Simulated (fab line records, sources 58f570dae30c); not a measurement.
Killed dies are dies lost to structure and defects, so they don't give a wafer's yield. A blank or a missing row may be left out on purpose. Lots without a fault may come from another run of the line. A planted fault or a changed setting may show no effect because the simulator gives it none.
One fault seen from 2 desks | flow berkeley_cmos170 | each desk has only its own numbers; what lay behind them comes last

THE TOOL OWNER'S DESK: implanter-01
The tool's own readings at UCB170_PWELL_IMPLANT_15: means of the sampled wafers that have a number, for each lot that ran on this tool. A lot is out of limits, marked OUT, if its mean lies more than 4 standard deviations from the usual mean; the brackets give that distance.
Columns: A = beam_energy_keV at UCB170_PWELL_IMPLANT_15, usual 59.998; B = end_station_pressure_torr at UCB170_PWELL_IMPLANT_15, usual 5.01e-06 Torr
lot  | first seen here | A                        | B
L228 | day 7 08:59     | 59.994                   | 4.90e-06
L229 | day 7 22:44     | 56.753 (-99 or more) OUT | 5.09e-06
L231 | day 8 04:34     | 56.759 (-99 or more) OUT | 5.06e-06
This desk's finding: out of limits on L229, L231; first on L229, day 7 22:44 (beam_energy_keV at UCB170_PWELL_IMPLANT_15). In limits: L228.

THE METROLOGY DESK
What the gauges read, lot by lot, whatever tool the lot ran on: means of the sampled wafers that have a number. A lot is out of limits, marked OUT, if its mean lies more than 4 standard deviations from the usual mean; the brackets give that distance.
Columns: A = PWELL_OXIDE_THK at UCB170_PWELL_THK_MEAS_03, usual 26.3 nm; B = PWELL_NITRIDE_THK at UCB170_PWELL_THK_MEAS_06, usual 209.7 nm; C = PWELL_OVL at UCB170_PWELL_OVL_MEAS_13, usual -1 nm
lot  | first seen here | A    | B     | C
L208 | day 3 03:52     | 26.0 | 212.6 | -3
L213 | day 4 21:13     | 26.5 | 206.6 | 8
L214 | day 4 21:13     | 26.9 | 211.2 | 6
L228 | day 6 22:59     | 25.7 | 211.6 | -5
L229 | day 7 12:46     | 25.6 | 213.5 | -1
L231 | day 7 17:37     | 26.6 | 208.7 | -8
This desk's finding: nothing out of limits on any of the 6 lots.

PUT TOGETHER
The tool owner's desk could have raised an alarm at day 7 22:44, on L229, L231.
The metrology desk saw nothing out of limits.
The metrology desk has L229, L231 on record, within its limits.
Of the lots named, all ran UCB170_PWELL_IMPLANT_15 on implanter-01.

WHAT THE SIMULATOR HAD PUT IN
Process parameter drift: implanter-01, from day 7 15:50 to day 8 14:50, at UCB170_PWELL_IMPLANT_15. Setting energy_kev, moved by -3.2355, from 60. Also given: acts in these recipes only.
Lots struck among those shown: L229, L231.
Hours from the fault's start to each desk's first reading out of limits: the tool owner's desk, 7.
